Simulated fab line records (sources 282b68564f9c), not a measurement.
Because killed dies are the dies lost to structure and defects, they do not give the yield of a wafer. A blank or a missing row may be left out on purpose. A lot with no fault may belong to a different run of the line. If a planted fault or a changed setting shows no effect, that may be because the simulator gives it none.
Which of the tools did it?    flow rit_cmos    7 lots, 21 wafers sampled, at 1 step of a route of 202

## WHAT THE GAUGES SHOWED, per wafer
RIT_PRETRO_TW_MEAS_10.
lot   measured     on             PRETRO_TW
L958  day 2 17:48  film_metro-03  473.7 479.8 476.8
L960  day 3 11:47  film_metro-04  476.2 474.2 475.9
L962  day 3 23:27  film_metro-02  476.7 472.0 470.4
L966  day 4 10:44  film_metro-03  480.0 480.3 479.8
L969  day 5 03:00  film_metro-02  474.9 475.7 477.5
L971  day 5 12:59  film_metro-02  476.5 479.1 476.7
L973  day 5 23:34  film_metro-02  477.9 476.0 475.3

## WHAT TOOL EACH LOT RAN ON (gives the tool, then ch and the chambers of the sampled wafers, and finally the start)
Before these readings, the record contains no process step.

## THE ANSWER, worked out from the rows above alone
Rule: what is usual is taken from the lots themselves. Put in order of their means at a reading, lots are off if they are a third of the lots or fewer, leave a main group of 4 or more, and stand apart from it by a gap of 3 or more times the standard deviation of the main group's means; of several such gaps the widest counts. A main group is skipped when, at the precision printed for the reading in the tables above, its means are all equal. A lot without any number at a reading at which 4 lots or more have one is off too. All remaining lots with rows at the step are treated as sound.
No lot is off at any reading shown: from this, nothing can be told.

## WHAT WAS PUT IN BY THE SIMULATOR
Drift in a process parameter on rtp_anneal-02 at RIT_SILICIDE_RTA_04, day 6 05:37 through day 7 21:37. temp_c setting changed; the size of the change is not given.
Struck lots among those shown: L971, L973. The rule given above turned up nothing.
